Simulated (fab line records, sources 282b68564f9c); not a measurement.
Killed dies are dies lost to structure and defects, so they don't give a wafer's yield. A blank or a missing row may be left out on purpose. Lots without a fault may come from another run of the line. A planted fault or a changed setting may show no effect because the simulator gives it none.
Split-lot experiment | flow rit_cmos | 5 lots, 23 wafers read, on a route of 202 steps

THE SPLIT
At RIT_NLDD_IMPLANT_08, the setting energy_kev was moved away from the recipe's 20 on 11 of the 23 wafers read, by +3.4% to +5.8%. The other wafers ran this setting at the recipe's value.

FROM THE SPLIT TO THE READING: what the file shows between them, 1 step
- RIT_NLDD_STRIP_09: strips in O2, time 180 s

THE READING
NLDD_TW, at RIT_NLDD_TW_MEAS_10. Fault-free wafers of this fab line usually give 2485, standard deviation 14.

wafer  | tool, chamber at the split | energy_kev as run | against the recipe | NLDD_TW | against lot-mates on the recipe
L074.1 | implanter-04, 0            | 20                | recipe             | 2471    | -
L074.3 | implanter-04, 0            | 20                | recipe             | 2480    | -
L074.5 | implanter-04, 0            | 20                | recipe             | 2483    | -
L075.1 | implanter-01, 0            | 20.69             | +3.4%              | 2526    | +22
L075.2 | implanter-01, 0            | 20                | recipe             | 2516    | -
L075.3 | implanter-01, 0            | 20                | recipe             | 2501    | -
L075.4 | implanter-01, 0            | 20.69             | +3.4%              | 2529    | +25
L075.6 | implanter-01, 0            | 20                | recipe             | 2495    | -
L080.1 | implanter-01, 0            | 20.92             | +4.6%              | 2499    | +28
L080.2 | implanter-01, 0            | 20                | recipe             | 2467    | -
L080.3 | implanter-01, 0            | 20.92             | +4.6%              | 2495    | +24
L080.4 | implanter-01, 0            | 20.92             | +4.6%              | 2501    | +30
L080.5 | implanter-01, 0            | 20                | recipe             | 2475    | -
L082.1 | implanter-04, 0            | 20                | recipe             | 2489    | -
L082.2 | implanter-04, 0            | 21.16             | +5.8%              | 2520    | +28
L082.3 | implanter-04, 0            | 21.16             | +5.8%              | 2522    | +30
L082.4 | implanter-04, 0            | 21.16             | +5.8%              | 2521    | +29
L082.5 | implanter-04, 0            | 20                | recipe             | 2495    | -
L085.2 | implanter-01, 0            | 20.86             | +4.3%              | 2518    | +32
L085.3 | implanter-01, 0            | 20.86             | +4.3%              | 2512    | +26
L085.4 | implanter-01, 0            | 20                | recipe             | 2482    | -
L085.5 | implanter-01, 0            | 20                | recipe             | 2490    | -
L085.6 | implanter-01, 0            | 20.86             | +4.3%              | 2519    | +33

THE FIT
A straight line over all 23 wafers: NLDD_TW changes by +5.59 for each +1% of energy_kev; r = +0.72; the points scatter about the line by 13.
The same after taking each lot's own level away (the mean of its wafers on the recipe; 23 wafers): +5.78 for each +1%; r = +0.94; scatter 5.4.
On that fit, the largest move of energy_kev shifts the reading by 34.
The lots' own levels span 2471.0 to 2504.0, that is 2.4 times the standard deviation above.
So the lot-to-lot level blurs the effect unless lot-mates are compared.
Check: with one of the wafers moved furthest among these (+5.8%) left out of the fit, the line predicts +35 for it against its lot-mates. It came out at +28 against them.

OTHER SPLITS ON THESE WAFERS
These wafers also went through other splits before the reading. Each is held against what the fit with the lots' levels taken away leaves over:
other split on the same wafers     | wafers away from the commonest value | r with NLDD_TW (lot level and that fit taken away)
RIT_ACTIVE_COAT_06 spin_rpm        | 7                                    | -0.03
RIT_ACTIVE_EXPOSE_08 dose_mj       | 10                                   | -0.05
RIT_PWELL_SOFTBAKE_02 temp_c       | 8                                    | +0.20
RIT_NRETRO_IMPLANT_08 dose_cm2     | 8                                    | -0.41
RIT_GATE_DEVELOP_15 develop_time_s | 6                                    | -0.03

THE WHOLE CHAIN: every reading that the file lists as answering this split, in the file's order
step                | what it does | reading                                                         | change (the file's fit)                | r (the file's)
RIT_NLDD_IMPLANT_08 |              | implant.rp_nm (the simulator's own value, which no gauge read)  | +0.188 nm for each +1% of the setting  | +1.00
RIT_NLDD_IMPLANT_08 |              | implant.drp_nm (the simulator's own value, which no gauge read) | +0.0775 nm for each +1% of the setting | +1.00
RIT_NLDD_TW_MEAS_10 |              | NLDD_TW                                                         | +5.92 for each +1% of the setting      | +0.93

THE FILE'S OWN FIT
NLDD_TW changes by +5.92 for each +1% of energy_kev, r = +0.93.
